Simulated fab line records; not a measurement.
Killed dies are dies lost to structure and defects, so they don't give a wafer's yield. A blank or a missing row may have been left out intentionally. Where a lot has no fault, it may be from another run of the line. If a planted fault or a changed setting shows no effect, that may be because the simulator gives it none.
fab line records | flow rit_cmos
record: lots: 15 | wafers: 45 | last_day: 6
route steps=202 shown M1@198
lots untouched by any fault: they come from a run of this same line in which no faults occurred
start_h: the number of hours between the record's first day and the start of the first shown wafer of the lot | wait_h: hours from the lot's prior step to this one | " unchanged from the row above | L1.1+2: several wafers, shown together as one row | - value missing, or start not given | * or withheld: withheld | < > ~ a bound
route shown NAME@n: NAME is a module with steps in the file, n the number in the route of the first one | usual: average and standard deviation across the fault-free wafers | same: alike in all rows | chamber/n: place in a boat | sites: per-site readings | _std_site: the standard deviation of these | _edge_site: inner sites' mean taken away from outer sites' mean | radius_mm: for every site, how far away it sits from the centre of the wafer | mask NAME#n: copy n | behind: the last tool/chamber to shape the wafer | hold: what put the lot on hold/how long, in hours/how the hold closed | device: the n, p or np transistor that did not switch | end of line: the same wafers' tests at the end of the route | a step given without rows: its recipe and nothing more | killed: at the first sort, the dies lost to defects and structure; wafer yield is something else | map: shows each die of a wafer: x if killed, . if not, _ if none is there
set.NAME: the setting as run; set.NAME@STEP: as run at that earlier step | model.NAME: the simulator's own value behind a step, which no gauge read
one table for each step of the route and one row for each wafer, over a sample of lots
services: from which hour (start_h, from the record's first day; less than 0 if before it) a tool's chamber was out of use, for how many hours, and why
== steps ==
step: RIT_M1_STRIP_14
recipe: chemistry: O2 | time_s: 180 | platen_temp_c: withheld | power_w: 500 | pressure_mtorr: 4000 | o2_flow_sccm: 4000
usual: drypump_motor_current_A: 6.1/0.57 | rf_refl_power_W: 6.1/1.2
lot.wafer | tool            | chamber | start_h | wait_h | drypump_motor_current_A | rf_hours_counter_h | rf_refl_power_W
L828.2    | plasma_asher-03 | 0       | 57.52   | 0.0    | 6.7                     | 43                 | 5.2
L828.4    | "               | 0       | "       | "      | 6.7                     | -                  | 5.3
L828.6    | "               | 1       | "       | "      | 5.4                     | -                  | 6.2
L829.3    | plasma_asher-03 | 0       | 59.78   | 0.1    | 6.7                     | -                  | 5.3
L829.5    | "               | 0       | "       | "      | 6.7                     | -                  | 5.2
L829.6    | "               | 1       | "       | "      | 5.4                     | -                  | 6.2
L830.1    | plasma_asher-03 | 1       | 64.64   | 0.0    | 5.5                     | 44                 | 6.2
L830.2    | "               | 0       | "       | "      | 6.7                     | 44                 | 5.1
L830.5    | "               | 0       | "       | "      | 6.7                     | -                  | 5.2
L831.1    | plasma_asher-04 | 1       | 71.51   | 0.0    | 6.6                     | 29                 | 6.4
L831.2    | "               | 0       | "       | "      | 6.4                     | 29                 | 8.9
L831.3    | "               | 1       | "       | "      | 6.6                     | -                  | 6.5
L832.1    | plasma_asher-02 | 0       | 75.06   | 0.0    | 5.5                     | 41                 | 4.8
L832.2    | "               | 1       | "       | "      | 5.7                     | 41                 | 5.6
L832.6    | "               | 0       | "       | "      | 5.5                     | -                  | 4.9
L833.2    | plasma_asher-03 | 1       | 80.84   | 0.0    | 5.5                     | 45                 | 6.2
L833.3    | "               | 0       | "       | "      | 6.7                     | -                  | 5.3
L833.4    | "               | 1       | "       | "      | 5.5                     | -                  | 6.2
L835.3    | plasma_asher-02 | 0       | 93.71   | 0.1    | 5.4                     | -                  | 4.9
L835.5    | "               | 0       | "       | "      | 5.5                     | -                  | 4.8
L835.6    | "               | 1       | "       | "      | 5.7                     | -                  | 5.5
L836.3    | plasma_asher-04 | 0       | 99.71   | 0.1    | 6.4                     | -                  | 9.5
L836.4    | "               | 1       | "       | "      | 6.6                     | -                  | 6.6
L836.5    | "               | 0       | "       | "      | 6.4                     | -                  | 8.8
L837.3    | plasma_asher-04 | 0       | 103.61  | 0.1    | 6.4                     | -                  | 8.7
L837.4    | "               | 1       | "       | "      | 6.6                     | -                  | 6.3
L837.5    | "               | 0       | "       | "      | 6.4                     | -                  | 9.4
L838.1    | plasma_asher-04 | 1       | 108.32  | 0.0    | 6.6                     | 33                 | 6.5
L838.4    | "               | 0       | "       | "      | 6.4                     | -                  | 8.9
L838.5    | "               | 1       | "       | "      | 6.7                     | -                  | 6.5
L839.1    | plasma_asher-03 | 1       | 113.50  | 0.0    | 5.5                     | 49                 | 6.3
L839.4    | "               | 1       | "       | "      | 5.5                     | -                  | 6.2
L839.5    | "               | 0       | "       | "      | 6.7                     | -                  | 5.3
L840.1    | plasma_asher-03 | 0       | 117.25  | 0.1    | 6.7                     | 50                 | 5.2
L840.5    | "               | 1       | "       | "      | 5.4                     | -                  | 6.0
L840.6    | "               | 0       | "       | "      | 6.7                     | -                  | 5.2
L842.1    | plasma_asher-03 | 0       | 128.89  | 0.0    | 6.7                     | 50                 | 5.4
L842.2    | "               | 1       | "       | "      | 5.5                     | 50                 | 6.2
L842.4    | "               | 0       | "       | "      | 6.7                     | -                  | 5.5
L846.1    | plasma_asher-03 | 1       | 147.96  | 0.0    | 5.5                     | 52                 | 6.0
L846.5    | "               | 1       | "       | "      | 5.5                     | -                  | 6.0
L846.6    | "               | 0       | "       | "      | 6.7                     | -                  | 5.3
L847.1    | plasma_asher-03 | 1       | 151.24  | 0.0    | 5.4                     | 52                 | 6.3
L847.2    | "               | 0       | "       | "      | 6.7                     | 52                 | 5.2
L847.5    | "               | 1       | "       | "      | 5.4                     | -                  | 6.3
step: RIT_M1_PROBE_99
usual: defect_limited_yield: 97.5/1.2 | killed_at_M0_to_M3: 0.0/0.083 | killed_at_contacts: 0.1/0.24 | killed_at_front_end: 7/3.1 | killed_dies: 7/3.1 | killed_on_rim: 1.8/1.4 | killed_open: 3.3/2 | killed_short: 3.4/2.1 | sort_bin_3_pad_short: 0.1/0.21 | sort_bin_5_function: 1.4/0.79 | sort_bin_6_memory: 1.0/0.65 | sort_n_pass: 257/3.1 | sort_yield_pct: 97.5/1.2
same: gross_dies: 264 | killed_at_M4_up: 0 | killed_at_back_side: 0 | killed_at_other: 0
lot.wafer | tool      | chamber | start_h | wait_h | defect_limited_yield[%] | killed_at_M0_to_M3 | killed_at_contacts | killed_at_front_end | killed_dies | killed_on_rim | killed_open | killed_short | sort_bin_3_pad_short[%] | sort_bin_5_function[%] | sort_bin_6_memory[%] | sort_n_pass | sort_yield_pct[%]
L828.2    | prober-01 | -       | 60.78   | 0.1    | 98.1                    | 0                  | 0                  | 5                   | 5           | 2             | 2           | 3            | 0.4                     | 1.5                    | 0                    | 259         | 98.1
L828.4    | prober-01 | -       | 60.88   | 0.2    | 98.9                    | 0                  | 0                  | 3                   | 3           | 0             | 2           | 1            | 0                       | 0.8                    | 0.4                  | 261         | 98.9
L828.6    | prober-01 | -       | 60.98   | 0.2    | 97.0                    | 0                  | 0                  | 8                   | 8           | 1             | 3           | 5            | 0.4                     | 1.9                    | 0.8                  | 256         | 97.0
L829.3    | prober-02 | -       | 62.33   | 0.2    | 98.5                    | 0                  | 0                  | 4                   | 4           | 1             | 1           | 3            | 0.4                     | 0.8                    | 0.4                  | 260         | 98.5
L829.5    | prober-02 | -       | 62.43   | 0.2    | 97.3                    | 0                  | 0                  | 7                   | 7           | 1             | 3           | 4            | 0.4                     | 1.1                    | 1.1                  | 257         | 97.3
L829.6    | prober-02 | -       | 62.48   | 0.2    | 94.3                    | 0                  | 0                  | 15                  | 15          | 4             | 7           | 8            | 0.4                     | 1.9                    | 3.4                  | 249         | 94.3
L830.1    | prober-01 | -       | 67.47   | 0.1    | 95.1                    | 0                  | 0                  | 13                  | 13          | 3             | 7           | 6            | 0.4                     | 3.8                    | 0.8                  | 251         | 95.1
L830.2    | prober-01 | -       | 67.52   | 0.1    | 97.7                    | 0                  | 0                  | 6                   | 6           | 3             | 4           | 2            | 0                       | 1.5                    | 0.8                  | 258         | 97.7
L830.5    | prober-01 | -       | 67.67   | 0.2    | 97.3                    | 0                  | 0                  | 7                   | 7           | 3             | 3           | 4            | 0                       | 1.9                    | 0.8                  | 257         | 97.3
L831.1    | prober-02 | -       | 74.04   | 0.1    | 97.7                    | 0                  | 0                  | 6                   | 6           | 2             | 1           | 5            | 0                       | 1.5                    | 0.8                  | 258         | 97.7
L831.2    | prober-02 | -       | 74.09   | 0.1    | 94.7                    | 0                  | 0                  | 14                  | 14          | 4             | 9           | 5            | 0                       | 3.0                    | 2.3                  | 250         | 94.7
L831.3    | prober-02 | -       | 74.14   | 0.2    | 96.6                    | 0                  | 1                  | 8                   | 9           | 5             | 3           | 6            | 0.4                     | 1.9                    | 1.1                  | 255         | 96.6
L832.1    | prober-01 | -       | 78.10   | 0.1    | 98.5                    | 0                  | 0                  | 4                   | 4           | 0             | 3           | 1            | 0                       | 1.1                    | 0.4                  | 260         | 98.5
L832.2    | prober-01 | -       | 78.15   | 0.1    | 97.7                    | 0                  | 0                  | 6                   | 6           | 3             | 3           | 3            | 0.4                     | 1.5                    | 0.4                  | 258         | 97.7
L832.6    | prober-01 | -       | 78.35   | 0.2    | 97.7                    | 0                  | 1                  | 5                   | 6           | 2             | 5           | 1            | 0                       | 1.5                    | 0.8                  | 258         | 97.7
L833.2    | prober-02 | -       | 82.81   | 0.1    | 95.5                    | 0                  | 0                  | 12                  | 12          | 4             | 4           | 8            | 0                       | 3.8                    | 0.8                  | 252         | 95.5
L833.3    | prober-02 | -       | 82.86   | 0.2    | 95.8                    | 0                  | 0                  | 11                  | 11          | 3             | 4           | 7            | 0.4                     | 1.5                    | 2.3                  | 253         | 95.8
L833.4    | prober-02 | -       | 82.91   | 0.2    | 98.1                    | 0                  | 0                  | 5                   | 5           | 1             | 2           | 3            | 0.4                     | 0.4                    | 1.1                  | 259         | 98.1
L835.3    | prober-02 | -       | 95.67   | 0.2    | 98.5                    | 0                  | 0                  | 4                   | 4           | 1             | 2           | 2            | 0                       | 1.5                    | 0                    | 260         | 98.5
L835.5    | prober-02 | -       | 95.77   | 0.2    | 98.5                    | 0                  | 0                  | 4                   | 4           | 3             | 2           | 2            | 0                       | 1.1                    | 0.4                  | 260         | 98.5
L835.6    | prober-02 | -       | 95.82   | 0.2    | 99.2                    | 0                  | 0                  | 2                   | 2           | 0             | 1           | 1            | 0                       | 0.4                    | 0.4                  | 262         | 99.2
L836.3    | prober-01 | -       | 102.26  | 0.2    | 97.3                    | 0                  | 0                  | 7                   | 7           | 2             | 2           | 5            | 0.4                     | 0.8                    | 1.5                  | 257         | 97.3
L836.4    | prober-01 | -       | 102.31  | 0.2    | 96.6                    | 0                  | 0                  | 9                   | 9           | 2             | 6           | 3            | 0.4                     | 2.3                    | 0.8                  | 255         | 96.6
L836.5    | prober-01 | -       | 102.36  | 0.2    | 98.1                    | 0                  | 0                  | 5                   | 5           | 1             | 1           | 4            | 0                       | 0.8                    | 1.1                  | 259         | 98.1
L837.3    | prober-01 | -       | 105.57  | 0.2    | 97.7                    | 0                  | 0                  | 6                   | 6           | 2             | 4           | 2            | 0.8                     | 0.4                    | 1.1                  | 258         | 97.7
L837.4    | prober-01 | -       | 105.62  | 0.2    | 97.3                    | 0                  | 0                  | 7                   | 7           | 2             | 5           | 2            | 0.4                     | 1.9                    | 0.4                  | 257         | 97.3
L837.5    | prober-01 | -       | 105.67  | 0.2    | 98.9                    | 0                  | 0                  | 3                   | 3           | 1             | 1           | 2            | 0                       | 0.8                    | 0.4                  | 261         | 98.9
L838.1    | prober-02 | -       | 110.41  | 0.1    | 97.3                    | 0                  | 0                  | 7                   | 7           | 3             | 1           | 6            | 0                       | 1.9                    | 0.8                  | 257         | 97.3
L838.4    | prober-02 | -       | 110.56  | 0.2    | 97.3                    | 0                  | 0                  | 7                   | 7           | 2             | 2           | 5            | 0                       | 1.1                    | 1.5                  | 257         | 97.3
L838.5    | prober-02 | -       | 110.61  | 0.2    | 97.7                    | 0                  | 0                  | 6                   | 6           | 2             | 1           | 5            | 0                       | 1.5                    | 0.8                  | 258         | 97.7
L839.1    | prober-01 | -       | 115.42  | 0.1    | 99.2                    | 0                  | 0                  | 2                   | 2           | 1             | 2           | 0            | 0                       | 0.8                    | 0                    | 262         | 99.2
L839.4    | prober-01 | -       | 115.57  | 0.2    | 98.9                    | 0                  | 0                  | 3                   | 3           | 2             | 2           | 1            | 0.4                     | 0.4                    | 0.4                  | 261         | 98.9
L839.5    | prober-01 | -       | 115.62  | 0.2    | 97.0                    | 0                  | 0                  | 8                   | 8           | 3             | 5           | 3            | 0.4                     | 1.1                    | 1.5                  | 256         | 97.0
L840.1    | prober-02 | -       | 119.16  | 0.1    | 97.7                    | 0                  | 0                  | 6                   | 6           | 0             | 2           | 4            | 0.4                     | 1.1                    | 0.8                  | 258         | 97.7
L840.5    | prober-02 | -       | 119.36  | 0.2    | 96.2                    | 0                  | 0                  | 10                  | 10          | 3             | 5           | 5            | 0                       | 2.3                    | 1.5                  | 254         | 96.2
L840.6    | prober-02 | -       | 119.41  | 0.2    | 98.5                    | 0                  | 0                  | 4                   | 4           | 1             | 3           | 1            | 0                       | 1.5                    | 0                    | 260         | 98.5
L842.1    | prober-02 | -       | 130.80  | 0.1    | 90.9                    | 18                 | 0                  | 6                   | 24          | 10            | 4           | 2            | 2.3                     | 6.1                    | 0.8                  | 240         | 90.9
L842.2    | prober-02 | -       | 130.85  | 0.1    | 98.1                    | 0                  | 0                  | 5                   | 5           | 1             | 3           | 2            | 0                       | 1.1                    | 0.8                  | 259         | 98.1
L842.4    | prober-02 | -       | 130.95  | 0.2    | 89.4                    | 17                 | 0                  | 11                  | 28          | 8             | 6           | 5            | 2.7                     | 4.9                    | 3.0                  | 236         | 89.4
L846.1    | prober-02 | -       | 149.87  | 0.1    | 98.1                    | 0                  | 0                  | 5                   | 5           | 1             | 2           | 3            | 0                       | 1.9                    | 0                    | 259         | 98.1
L846.5    | prober-02 | -       | 150.07  | 0.2    | 97.7                    | 0                  | 0                  | 6                   | 6           | 0             | 2           | 4            | 0                       | 0.4                    | 1.9                  | 258         | 97.7
L846.6    | prober-02 | -       | 150.12  | 0.2    | 91.7                    | 17                 | 1                  | 4                   | 22          | 11            | 3           | 2            | 2.7                     | 5.3                    | 0.4                  | 242         | 91.7
L847.1    | prober-01 | -       | 153.67  | 0.1    | 96.2                    | 0                  | 0                  | 10                  | 10          | 5             | 8           | 2            | 0                       | 2.3                    | 1.5                  | 254         | 96.2
L847.2    | prober-01 | -       | 153.72  | 0.1    | 90.9                    | 17                 | 0                  | 7                   | 24          | 11            | 2           | 5            | 3.0                     | 4.5                    | 1.5                  | 240         | 90.9
L847.5    | prober-01 | -       | 153.87  | 0.2    | 96.6                    | 0                  | 0                  | 9                   | 9           | 4             | 2           | 7            | 0                       | 2.3                    | 1.1                  | 255         | 96.6
killed by level:class
L828.2 GATE:geometric_particle:open=2 FOX1:geometric_particle:short=1 FOX2:geometric_particle:short=1 GATE:geometric_particle:short=1
L828.4 SILICIDE:geometric_particle:open=2 GATE:geometric_particle:short=1
L828.6 GATE:geometric_particle:short=2 GATE:geometric_particle:open=2 FOX1:geometric_particle:short=1 FOX1:geometric_particle:open=1 SPACER:geometric_particle:short=1 SILICIDE:geometric_particle:short=1
L829.3 FOX1:geometric_particle:short=2 GATE:geometric_particle:short=1 SPACER:geometric_particle:open=1
L829.5 GATE:geometric_particle:short=2 GATE:geometric_particle:open=2 REOX:geometric_particle:short=1 SPACER:geometric_particle:open=1 SPACER:geometric_particle:short=1
L829.6 FOX1:geometric_particle:open=5 FOX1:geometric_particle:short=4 GATE:geometric_particle:short=2 GATE:geometric_particle:open=2 REOX:geometric_particle:short=2
L830.1 GATE:geometric_particle:open=4 GATE:geometric_particle:short=3 FOX1:geometric_particle:open=1 FOX1:geometric_particle:short=1 FOX2:geometric_particle:open=1 REOX:geometric_particle:short=1 SPACER:geometric_particle:short=1 SILICIDE:geometric_particle:open=1
L830.2 FOX2:geometric_particle:open=2 GATE:geometric_particle:short=1 GATE:geometric_particle:open=1 REOX:geometric_particle:short=1 SILICIDE:geometric_particle:open=1
L830.5 REOX:geometric_particle:open=2 FOX2:geometric_particle:short=1 FOX2:geometric_particle:open=1 GATE:geometric_particle:short=1 SPACER:geometric_particle:short=1 SILICIDE:geometric_particle:short=1
L831.1 REOX:geometric_particle:short=2 FOX1:geometric_particle:short=1 FOX2:geometric_particle:open=1 GATE:geometric_particle:short=1 SPACER:geometric_particle:short=1
L831.2 GATE:geometric_particle:open=3 SPACER:geometric_particle:short=3 FOX1:geometric_particle:open=2 REOX:geometric_particle:open=2 ACTIVE:geometric_particle:open=1 FOX2:geometric_particle:open=1 FOX2:geometric_particle:short=1 GATE:geometric_particle:short=1
L831.3 FOX1:geometric_particle:short=2 GATE:geometric_particle:short=2 FOX1:geometric_particle:open=1 GATE:geometric_particle:open=1 REOX:geometric_particle:short=1 SPACER:geometric_particle:open=1 CONTACT:geometric_particle:short=1
L832.1 FOX1:geometric_particle:open=1 GATE:geometric_particle:open=1 GATE:geometric_particle:short=1 SILICIDE:geometric_particle:open=1
L832.2 GATE:geometric_particle:open=2 GATE:geometric_particle:short=1 REOX:geometric_particle:short=1 SPACER:geometric_particle:open=1 SILICIDE:geometric_particle:short=1
L832.6 FOX1:geometric_particle:open=1 GATE:geometric_particle:open=1 SPACER:geometric_particle:open=1 SILICIDE:geometric_particle:open=1 SILICIDE:geometric_particle:short=1 CONTACT:geometric_particle:open=1
L833.2 FOX2:geometric_particle:short=3 GATE:geometric_particle:short=3 GATE:geometric_particle:open=2 FOX1:geometric_particle:short=1 FOX2:geometric_particle:open=1 SILICIDE:geometric_particle:open=1 SILICIDE:geometric_particle:short=1
L833.3 FOX2:geometric_particle:short=3 FOX2:geometric_particle:open=2 GATE:geometric_particle:open=2 SILICIDE:geometric_particle:short=2 FOX1:geometric_particle:short=1 GATE:geometric_particle:short=1
L833.4 REOX:geometric_particle:short=1 SPACER:geometric_particle:short=1 SPACER:geometric_particle:open=1 SILICIDE:geometric_particle:open=1 SILICIDE:geometric_particle:short=1
L835.3 FOX2:geometric_particle:open=1 GATE:geometric_particle:short=1 SPACER:geometric_particle:open=1 SPACER:geometric_particle:short=1
L835.5 REOX:geometric_particle:short=2 GATE:geometric_particle:open=1 SPACER:geometric_particle:open=1
L835.6 GATE:geometric_particle:short=1 SPACER:geometric_particle:open=1
L836.3 GATE:geometric_particle:short=3 GATE:geometric_particle:open=1 REOX:geometric_particle:short=1 REOX:geometric_particle:open=1 SPACER:geometric_particle:short=1
L836.4 GATE:geometric_particle:open=3 FOX1:geometric_particle:open=2 GATE:geometric_particle:short=2 SPACER:geometric_particle:short=1 SILICIDE:geometric_particle:open=1
L836.5 SPACER:geometric_particle:short=2 FOX2:geometric_particle:short=1 GATE:geometric_particle:short=1 SPACER:geometric_particle:open=1
L837.3 SILICIDE:geometric_particle:short=2 FOX1:geometric_particle:open=1 GATE:geometric_particle:open=1 REOX:geometric_particle:open=1 SPACER:geometric_particle:open=1
L837.4 GATE:geometric_particle:open=2 REOX:geometric_particle:open=2 REOX:geometric_particle:short=1 SILICIDE:geometric_particle:short=1 SILICIDE:geometric_particle:open=1
L837.5 FOX2:geometric_particle:short=2 SILICIDE:geometric_particle:open=1
L838.1 FOX1:geometric_particle:short=2 GATE:geometric_particle:short=2 SILICIDE:geometric_particle:short=2 GATE:geometric_particle:open=1
L838.4 REOX:geometric_particle:short=2 FOX1:geometric_particle:short=1 GATE:geometric_particle:short=1 GATE:geometric_particle:open=1 SPACER:geometric_particle:open=1 SILICIDE:geometric_particle:short=1
L838.5 SILICIDE:geometric_particle:short=3 REOX:geometric_particle:short=2 REOX:geometric_particle:open=1
L839.1 GATE:geometric_particle:open=1 REOX:geometric_particle:open=1
L839.4 FOX1:geometric_particle:open=1 GATE:geometric_particle:open=1 REOX:geometric_particle:short=1
L839.5 GATE:geometric_particle:short=3 SILICIDE:geometric_particle:open=2 FOX1:geometric_particle:open=1 GATE:geometric_particle:open=1 SPACER:geometric_particle:open=1
L840.1 GATE:geometric_particle:short=2 FOX1:geometric_particle:open=1 REOX:geometric_particle:short=1 SILICIDE:geometric_particle:short=1 SILICIDE:geometric_particle:open=1
L840.5 GATE:geometric_particle:open=4 FOX1:geometric_particle:short=1 GATE:geometric_particle:short=1 REOX:geometric_particle:short=1 SPACER:geometric_particle:short=1 SPACER:geometric_particle:open=1 SILICIDE:geometric_particle:short=1
L840.6 FOX1:geometric_particle:open=2 GATE:geometric_particle:open=1 SILICIDE:geometric_particle:short=1
L842.1 M1:unspecified=18 SILICIDE:geometric_particle:open=4 GATE:geometric_particle:short=2
L842.2 FOX1:geometric_particle:short=1 GATE:geometric_particle:open=1 REOX:geometric_particle:open=1 SPACER:geometric_particle:open=1 SILICIDE:geometric_particle:short=1
L842.4 M1:unspecified=17 GATE:geometric_particle:short=3 GATE:geometric_particle:open=2 REOX:geometric_particle:open=2 FOX1:geometric_particle:short=1 SPACER:geometric_particle:open=1 SPACER:geometric_particle:short=1 SILICIDE:geometric_particle:open=1
L846.1 GATE:geometric_particle:open=2 GATE:geometric_particle:short=1 REOX:geometric_particle:short=1 SILICIDE:geometric_particle:short=1
L846.5 GATE:geometric_particle:short=2 FOX2:geometric_particle:short=1 SPACER:geometric_particle:open=1 SILICIDE:geometric_particle:short=1 SILICIDE:geometric_particle:open=1
L846.6 M1:unspecified=17 GATE:geometric_particle:open=1 GATE:geometric_particle:short=1 REOX:geometric_particle:open=1 SILICIDE:geometric_particle:short=1 CONTACT:geometric_particle:open=1
L847.1 GATE:geometric_particle:open=4 FOX1:geometric_particle:short=2 ACTIVE:geometric_particle:open=1 FOX1:geometric_particle:open=1 FOX2:geometric_particle:open=1 REOX:geometric_particle:open=1
L847.2 M1:unspecified=17 FOX1:geometric_particle:short=2 GATE:geometric_particle:short=2 GATE:geometric_particle:open=1 REOX:geometric_particle:open=1 SPACER:geometric_particle:short=1
L847.5 GATE:geometric_particle:short=3 SILICIDE:geometric_particle:short=3 GATE:geometric_particle:open=2 SPACER:geometric_particle:short=1
== services ==
tool            | chamber | start_h | hours | kind
plasma_asher-04 | -       | 87.09   | 2.8   | pm
plasma_asher-02 | -       | 108.75  | 9.0   | pm
plasma_asher-02 | 0       | 108.75  | 9.0   | vent_cycle
plasma_asher-02 | 1       | 108.75  | 9.0   | vent_cycle
plasma_asher-04 | -       | 114.73  | 0.3   | repair
plasma_asher-04 | -       | 115.27  | 2.3   | repair
plasma_asher-03 | -       | 117.44  | 8.2   | repair
plasma_asher-02 | 0       | 117.75  | -     | clean
plasma_asher-02 | 1       | 117.75  | -     | clean
plasma_asher-02 | -       | 144.55  | 1.7   | repair
== key ==
first_sign: step: RIT_M1_PROBE_99 | reading: killed_at_M0_to_M3 | direction: up | sigmas: 17 | usual: 0.0 | struck: 17.2
effect: step: RIT_M1_PROBE_99 | reading: sort_bin_3_pad_short | direction: up | sigmas: 6.7 | usual: 0.1 | struck: 2.7
met_at RIT_M1_STRIP_14
struck_lots L842,L846,L847
struck_wafers L842.1,L842.4,L846.6,L847.2
onset_between 117.25 128.89
fault: kind: chamber_particle_source | tool: plasma_asher-03 | chamber: 0 | onset_h: 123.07 | steps: RIT_M1_STRIP_14 | rate_per_visit_cm2: 2.1199 | end_h: 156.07
